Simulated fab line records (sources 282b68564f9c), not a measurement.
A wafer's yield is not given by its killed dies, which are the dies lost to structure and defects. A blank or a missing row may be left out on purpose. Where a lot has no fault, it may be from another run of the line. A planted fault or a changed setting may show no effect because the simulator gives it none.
fab line records :: flow rit-cmos
record
  lots=7
  wafers=21
  last-day=7
route steps=202 shown ACTIVE@19 FOX1@20 FOX2@23 NWELL@28
lots with no fault: from the same line, run without faults
start-h: the number of hours between the record's first day and the start of the first shown wafer of the lot :: wait-h: hours since the lot's step before :: " identical to the entry in the row above :: L1.1+2: a row that stands for several wafers :: - no value, or no start given :: * or withheld: withheld :: < > ~ a bound
route shown NAME@n: NAME is a module with steps in the file, n the number in the route of the first one :: usual: the fault-free wafers' mean and standard deviation :: same: alike in all rows :: chamber/n: place in a boat :: sites: readings site by site :: _std_site: their standard deviation :: _edge_site: mean of outer sites minus mean of inner sites :: radius-mm: for every site, how far away it sits from the centre of the wafer :: mask NAME#n: copy n :: behind: the most recent tool/chamber to have shaped the wafer :: hold: why the lot was held/for how many hours/how that ended :: device: transistor that didn't switch, given as n, p or np :: end of line: tests run on the same wafers once the route is complete :: a step without rows: its recipe alone :: killed: not the wafer's yield, but the dies lost to structure and defects at the first sort :: map: dies across one wafer; x = killed, . = not, _ = none there
set.NAME: setting as actually run; set.NAME@STEP: the setting as run at that earlier step :: model.NAME: the simulator's own value behind a step, which no gauge read
lots seen at some steps along the route; tables by step, rows by wafer
services: the hour from which a tool's chamber was out of use, counted from the record's first day as start-h (under 0 if before that day), plus the number of hours and why
## steps
# step RIT_ACTIVE_CLEAN_17
# recipe
  chemistry=SC2
  mix=3:3:50
  time-s=600
  temp-c=75
  dry=n2-spin
# step RIT_FOX1_OXIDATION_00
# recipe
  temp-c=1100
  ambient=H2O
  target-thk-a=3507
  p-h2o-torr=720
  ox-time-s=1130
# step RIT_FOX1_THK_MEAS_01
# recipe
  reads=SiO2_of_FOX1_OXIDATION_00
# usual
  FOX1_OXIDE_THK=353/8.5
lot.wafer: L518.4
tool: film-metro-03
chamber: -
start-h: 39.92
wait-h: 0.0
FOX1_OXIDE_THK[nm]: 366

lot.wafer: L518.5
tool: film-metro-03
chamber: -
start-h: 39.92
wait-h: 0.0
FOX1_OXIDE_THK[nm]: 360

lot.wafer: L518.6
tool: film-metro-03
chamber: -
start-h: 39.92
wait-h: 0.0
FOX1_OXIDE_THK[nm]: 369

lot.wafer: L521.1
tool: film-metro-03
chamber: -
start-h: 54.48
wait-h: 0.0
FOX1_OXIDE_THK[nm]: 361

lot.wafer: L521.4
tool: film-metro-03
chamber: -
start-h: 54.48
wait-h: 0.0
FOX1_OXIDE_THK[nm]: 352

lot.wafer: L521.5
tool: film-metro-03
chamber: -
start-h: 54.48
wait-h: 0.0
FOX1_OXIDE_THK[nm]: 359

lot.wafer: L522.2
tool: film-metro-03
chamber: -
start-h: 60.48
wait-h: 0.0
FOX1_OXIDE_THK[nm]: 360

lot.wafer: L522.3
tool: film-metro-03
chamber: -
start-h: 60.48
wait-h: 0.0
FOX1_OXIDE_THK[nm]: 369

lot.wafer: L522.6
tool: film-metro-03
chamber: -
start-h: 60.48
wait-h: 0.0
FOX1_OXIDE_THK[nm]: 366

lot.wafer: L523.1
tool: film-metro-01
chamber: -
start-h: 68.60
wait-h: 0.0
FOX1_OXIDE_THK[nm]: 352

lot.wafer: L523.2
tool: film-metro-01
chamber: -
start-h: 68.60
wait-h: 0.0
FOX1_OXIDE_THK[nm]: 350

lot.wafer: L523.4
tool: film-metro-01
chamber: -
start-h: 68.60
wait-h: 0.0
FOX1_OXIDE_THK[nm]: 354

lot.wafer: L524.2
tool: film-metro-03
chamber: -
start-h: 73.02
wait-h: 0.0
FOX1_OXIDE_THK[nm]: 346

lot.wafer: L524.3
tool: film-metro-03
chamber: -
start-h: 73.02
wait-h: 0.0
FOX1_OXIDE_THK[nm]: 347

lot.wafer: L524.5
tool: film-metro-03
chamber: -
start-h: 73.02
wait-h: 0.0
FOX1_OXIDE_THK[nm]: 348

lot.wafer: L532.1
tool: film-metro-03
chamber: -
start-h: 109.00
wait-h: 0.0
FOX1_OXIDE_THK[nm]: 341

lot.wafer: L532.2
tool: film-metro-03
chamber: -
start-h: 109.00
wait-h: 0.0
FOX1_OXIDE_THK[nm]: 351

lot.wafer: L532.3
tool: film-metro-03
chamber: -
start-h: 109.00
wait-h: 0.0
FOX1_OXIDE_THK[nm]: 343

lot.wafer: L536.2
tool: film-metro-03
chamber: -
start-h: 128.38
wait-h: 0.0
FOX1_OXIDE_THK[nm]: 342

lot.wafer: L536.3
tool: film-metro-03
chamber: -
start-h: 128.38
wait-h: 0.0
FOX1_OXIDE_THK[nm]: 338

lot.wafer: L536.4
tool: film-metro-03
chamber: -
start-h: 128.38
wait-h: 0.0
FOX1_OXIDE_THK[nm]: 341
# step RIT_FOX1_WET_ETCH_02
# recipe
  chemistry=BOE
  target-depth-nm=350
  time-s=390
  temp-c=21.5
  dry=n2-spin
  dilution=10:1
  target=SiO2
# step RIT_FOX2_OXIDATION_00
# recipe
  temp-c=1100
  ambient=H2O
  target-thk-a=3507
  p-h2o-torr=720
  ox-time-s=1130
# step RIT_FOX2_THK_MEAS_01
# recipe
  reads=SiO2_of_FOX2_OXIDATION_00
# usual
  FOX2_OXIDE_THK=350/6.2
lot.wafer: L518.4
tool: film-metro-01
chamber: -
start-h: 41.82
wait-h: 0.0
FOX2_OXIDE_THK[nm]: 352

lot.wafer: L518.5
tool: film-metro-01
chamber: -
start-h: 41.82
wait-h: 0.0
FOX2_OXIDE_THK[nm]: 348

lot.wafer: L518.6
tool: film-metro-01
chamber: -
start-h: 41.82
wait-h: 0.0
FOX2_OXIDE_THK[nm]: 356

lot.wafer: L521.1
tool: film-metro-03
chamber: -
start-h: 55.99
wait-h: 0.0
FOX2_OXIDE_THK[nm]: 351

lot.wafer: L521.4
tool: film-metro-03
chamber: -
start-h: 55.99
wait-h: 0.0
FOX2_OXIDE_THK[nm]: 348

lot.wafer: L521.5
tool: film-metro-03
chamber: -
start-h: 55.99
wait-h: 0.0
FOX2_OXIDE_THK[nm]: 348

lot.wafer: L522.2
tool: film-metro-01
chamber: -
start-h: 67.30
wait-h: 0.0
FOX2_OXIDE_THK[nm]: 351

lot.wafer: L522.3
tool: film-metro-01
chamber: -
start-h: 67.30
wait-h: 0.0
FOX2_OXIDE_THK[nm]: 347

lot.wafer: L522.6
tool: film-metro-01
chamber: -
start-h: 67.30
wait-h: 0.0
FOX2_OXIDE_THK[nm]: 349

lot.wafer: L523.1
tool: film-metro-03
chamber: -
start-h: 70.09
wait-h: 0.0
FOX2_OXIDE_THK[nm]: 348

lot.wafer: L523.2
tool: film-metro-03
chamber: -
start-h: 70.09
wait-h: 0.0
FOX2_OXIDE_THK[nm]: 342

lot.wafer: L523.4
tool: film-metro-03
chamber: -
start-h: 70.09
wait-h: 0.0
FOX2_OXIDE_THK[nm]: 348

lot.wafer: L524.2
tool: film-metro-03
chamber: -
start-h: 74.69
wait-h: 0.0
FOX2_OXIDE_THK[nm]: 347

lot.wafer: L524.3
tool: film-metro-03
chamber: -
start-h: 74.69
wait-h: 0.0
FOX2_OXIDE_THK[nm]: 348

lot.wafer: L524.5
tool: film-metro-03
chamber: -
start-h: 74.69
wait-h: 0.0
FOX2_OXIDE_THK[nm]: 344

lot.wafer: L532.1
tool: film-metro-01
chamber: -
start-h: 111.64
wait-h: 0.0
FOX2_OXIDE_THK[nm]: 353

lot.wafer: L532.2
tool: film-metro-01
chamber: -
start-h: 111.64
wait-h: 0.0
FOX2_OXIDE_THK[nm]: 356

lot.wafer: L532.3
tool: film-metro-01
chamber: -
start-h: 111.64
wait-h: 0.0
FOX2_OXIDE_THK[nm]: 355

lot.wafer: L536.2
tool: film-metro-04
chamber: -
start-h: 130.86
wait-h: 0.0
FOX2_OXIDE_THK[nm]: 344

lot.wafer: L536.3
tool: film-metro-04
chamber: -
start-h: 130.86
wait-h: 0.0
FOX2_OXIDE_THK[nm]: 349

lot.wafer: L536.4
tool: film-metro-04
chamber: -
start-h: 130.86
wait-h: 0.0
FOX2_OXIDE_THK[nm]: 346
# step RIT_FOX2_CLEAN_02
# recipe
  chemistry=dHF
  dilution=50:1
  time-s=180
# step RIT_FOX2_WET_ETCH_03
# recipe
  chemistry=H3PO4
  target=Si3N4
  target-depth-nm=195
  temp-c=165
  time-s=2700
# step RIT_FOX2_THK_MEAS_90
# recipe
  reads=SiO2_of_FOX2_OXIDATION_00
# usual
  FIELD_OXIDE_LEFT_1_THK=323/6.2
lot.wafer: L518.4
tool: film-metro-03
chamber: -
start-h: 42.77
wait-h: 0.0
FIELD_OXIDE_LEFT_1_THK[nm]: 325

lot.wafer: L518.5
tool: film-metro-03
chamber: -
start-h: 42.77
wait-h: 0.0
FIELD_OXIDE_LEFT_1_THK[nm]: 321

lot.wafer: L518.6
tool: film-metro-03
chamber: -
start-h: 42.77
wait-h: 0.0
FIELD_OXIDE_LEFT_1_THK[nm]: 329

lot.wafer: L521.1
tool: film-metro-01
chamber: -
start-h: 56.94
wait-h: 0.0
FIELD_OXIDE_LEFT_1_THK[nm]: 324

lot.wafer: L521.4
tool: film-metro-01
chamber: -
start-h: 56.94
wait-h: 0.0
FIELD_OXIDE_LEFT_1_THK[nm]: 321

lot.wafer: L521.5
tool: film-metro-01
chamber: -
start-h: 56.94
wait-h: 0.0
FIELD_OXIDE_LEFT_1_THK[nm]: 322

lot.wafer: L522.2
tool: film-metro-04
chamber: -
start-h: 68.24
wait-h: 0.0
FIELD_OXIDE_LEFT_1_THK[nm]: 324

lot.wafer: L522.3
tool: film-metro-04
chamber: -
start-h: 68.24
wait-h: 0.0
FIELD_OXIDE_LEFT_1_THK[nm]: 320

lot.wafer: L522.6
tool: film-metro-04
chamber: -
start-h: 68.24
wait-h: 0.0
FIELD_OXIDE_LEFT_1_THK[nm]: 321

lot.wafer: L523.1
tool: film-metro-01
chamber: -
start-h: 70.97
wait-h: 0.0
FIELD_OXIDE_LEFT_1_THK[nm]: 320

lot.wafer: L523.2
tool: film-metro-01
chamber: -
start-h: 70.97
wait-h: 0.0
FIELD_OXIDE_LEFT_1_THK[nm]: 314

lot.wafer: L523.4
tool: film-metro-01
chamber: -
start-h: 70.97
wait-h: 0.0
FIELD_OXIDE_LEFT_1_THK[nm]: 321

lot.wafer: L524.2
tool: film-metro-01
chamber: -
start-h: 75.57
wait-h: 0.0
FIELD_OXIDE_LEFT_1_THK[nm]: 320

lot.wafer: L524.3
tool: film-metro-01
chamber: -
start-h: 75.57
wait-h: 0.0
FIELD_OXIDE_LEFT_1_THK[nm]: 320

lot.wafer: L524.5
tool: film-metro-01
chamber: -
start-h: 75.57
wait-h: 0.0
FIELD_OXIDE_LEFT_1_THK[nm]: 317

lot.wafer: L532.1
tool: film-metro-03
chamber: -
start-h: 112.59
wait-h: 0.0
FIELD_OXIDE_LEFT_1_THK[nm]: 326

lot.wafer: L532.2
tool: film-metro-03
chamber: -
start-h: 112.59
wait-h: 0.0
FIELD_OXIDE_LEFT_1_THK[nm]: 329

lot.wafer: L532.3
tool: film-metro-03
chamber: -
start-h: 112.59
wait-h: 0.0
FIELD_OXIDE_LEFT_1_THK[nm]: 327

lot.wafer: L536.2
tool: film-metro-04
chamber: -
start-h: 131.74
wait-h: 0.0
FIELD_OXIDE_LEFT_1_THK[nm]: 317

lot.wafer: L536.3
tool: film-metro-04
chamber: -
start-h: 131.74
wait-h: 0.0
FIELD_OXIDE_LEFT_1_THK[nm]: 322

lot.wafer: L536.4
tool: film-metro-04
chamber: -
start-h: 131.74
wait-h: 0.0
FIELD_OXIDE_LEFT_1_THK[nm]: 319
# step RIT_NWELL_HMDS_00
# recipe
  prime-time-s=62.45
  prime-temp-c=140
# step RIT_NWELL_COAT_01
# recipe
  resist=NOVOLAK
  spin-rpm=2000
  resist-thk-nm=1300
# step RIT_NWELL_SOFTBAKE_02
# recipe
  resist=NOVOLAK
  temp-c=90
  time-s=60
# step RIT_NWELL_EXPOSE_03
# recipe
  mask-id=M2
  na=0.57
  target-cd-nm=43900
  dose-mj=250
# usual
  exposure-dose-mJ-cm2=250.03/0.24
  focus-offset-nm=0.0/0.58
lot.wafer: L518.4
tool: iline-stepper-02
chamber: 0
start-h: 43.31
wait-h: 0.1
mask: M2#0
exposure-dose-mJ-cm2: 249.70
focus-offset-nm: 0.3

lot.wafer: L518.5
tool: iline-stepper-02
chamber: 0
start-h: 43.31
wait-h: 0.1
mask: M2#0
exposure-dose-mJ-cm2: 249.94
focus-offset-nm: -0.1

lot.wafer: L518.6
tool: iline-stepper-02
chamber: 0
start-h: 43.31
wait-h: 0.1
mask: M2#0
exposure-dose-mJ-cm2: 250.14
focus-offset-nm: -0.7

lot.wafer: L521.1
tool: iline-stepper-02
chamber: 0
start-h: 57.45
wait-h: 0.1
mask: M2#0
exposure-dose-mJ-cm2: 249.78
focus-offset-nm: 0.3

lot.wafer: L521.4
tool: iline-stepper-02
chamber: 0
start-h: 57.45
wait-h: 0.1
mask: M2#0
exposure-dose-mJ-cm2: 249.98
focus-offset-nm: 0.0

lot.wafer: L521.5
tool: iline-stepper-02
chamber: 0
start-h: 57.45
wait-h: 0.1
mask: M2#0
exposure-dose-mJ-cm2: 250.06
focus-offset-nm: 0.0

lot.wafer: L522.2
tool: iline-stepper-01
chamber: -
start-h: 68.89
wait-h: 0.2
mask: M2#0
exposure-dose-mJ-cm2: -
focus-offset-nm: -

lot.wafer: L522.3
tool: iline-stepper-01
chamber: -
start-h: 68.89
wait-h: 0.2
mask: M2#0
exposure-dose-mJ-cm2: -
focus-offset-nm: -

lot.wafer: L522.6
tool: iline-stepper-01
chamber: -
start-h: 68.89
wait-h: 0.2
mask: M2#0
exposure-dose-mJ-cm2: -
focus-offset-nm: -

lot.wafer: L523.1
tool: iline-stepper-02
chamber: -
start-h: 71.62
wait-h: 0.2
mask: M2#0
exposure-dose-mJ-cm2: -
focus-offset-nm: -

lot.wafer: L523.2
tool: iline-stepper-02
chamber: -
start-h: 71.62
wait-h: 0.2
mask: M2#0
exposure-dose-mJ-cm2: -
focus-offset-nm: -

lot.wafer: L523.4
tool: iline-stepper-02
chamber: -
start-h: 71.62
wait-h: 0.2
mask: M2#0
exposure-dose-mJ-cm2: -
focus-offset-nm: -

lot.wafer: L524.2
tool: iline-stepper-01
chamber: -
start-h: 76.21
wait-h: 0.2
mask: M2#0
exposure-dose-mJ-cm2: -
focus-offset-nm: -

lot.wafer: L524.3
tool: iline-stepper-01
chamber: -
start-h: 76.21
wait-h: 0.2
mask: M2#0
exposure-dose-mJ-cm2: -
focus-offset-nm: -

lot.wafer: L524.5
tool: iline-stepper-01
chamber: -
start-h: 76.21
wait-h: 0.2
mask: M2#0
exposure-dose-mJ-cm2: -
focus-offset-nm: -

lot.wafer: L532.1
tool: iline-stepper-02
chamber: 0
start-h: 113.10
wait-h: 0.1
mask: M2#0
exposure-dose-mJ-cm2: 249.55
focus-offset-nm: 0.3

lot.wafer: L532.2
tool: iline-stepper-02
chamber: 0
start-h: 113.10
wait-h: 0.1
mask: M2#0
exposure-dose-mJ-cm2: 250.23
focus-offset-nm: -0.5

lot.wafer: L532.3
tool: iline-stepper-02
chamber: 0
start-h: 113.10
wait-h: 0.1
mask: M2#0
exposure-dose-mJ-cm2: 249.98
focus-offset-nm: 0.2

lot.wafer: L536.2
tool: iline-stepper-01
chamber: 0
start-h: 132.26
wait-h: 0.1
mask: M2#0
exposure-dose-mJ-cm2: 250.08
focus-offset-nm: 0.0

lot.wafer: L536.3
tool: iline-stepper-01
chamber: 0
start-h: 132.26
wait-h: 0.1
mask: M2#0
exposure-dose-mJ-cm2: 250.07
focus-offset-nm: 0.0

lot.wafer: L536.4
tool: iline-stepper-01
chamber: 0
start-h: 132.26
wait-h: 0.1
mask: M2#0
exposure-dose-mJ-cm2: 250.04
focus-offset-nm: 0.8
# step RIT_NWELL_PEB_04
# recipe
  resist=NOVOLAK
  temp-c=withheld
  time-s=withheld
## services
tool: iline-stepper-01
chamber: 0
start-h: 54.26
hours: -
kind: calibration

tool: iline-stepper-01
chamber: -
start-h: 107.67
hours: 2.1
kind: pm

tool: iline-stepper-01
chamber: -
start-h: 109.76
hours: -
kind: consumable-replace:lamp

tool: iline-stepper-01
chamber: -
start-h: 117.13
hours: 4.4
kind: pm
## key
first-sign
  step=RIT_NWELL_EXPOSE_03
  reading=tool-record
  direction=missing
effect none on later readings
met-at RIT_NWELL_EXPOSE_03
struck-wafers L522.2,L522.3,L522.6,L523.1,L523.2,L523.4,L524.2,L524.3,L524.5
sort-left-out L522.2,L522.3,L522.6,L523.1,L523.2,L523.4,L524.2,L524.3,L524.5
tester-left-out L522,L523,L524
onset-between 57.45 68.89
fault
  kind=skipped-step-whole
  tool=iline-stepper-01,iline-stepper-02
  chamber=-
  onset-h=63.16
  steps=RIT_NWELL_EXPOSE_03
  scope=struck-lots-only
# tester-left-out: of these lots the tester's yield and bins aren't shown, on N5 and GAA mostly nor the transistor test; their killed dies are dies lost to structure and defects alone, not to doping, threshold or leakage, so they don't give the yield
# sort-left-out: the simulated sort isn't trusted on such a fault, so these wafers' sort isn't shown, and their yield isn't known
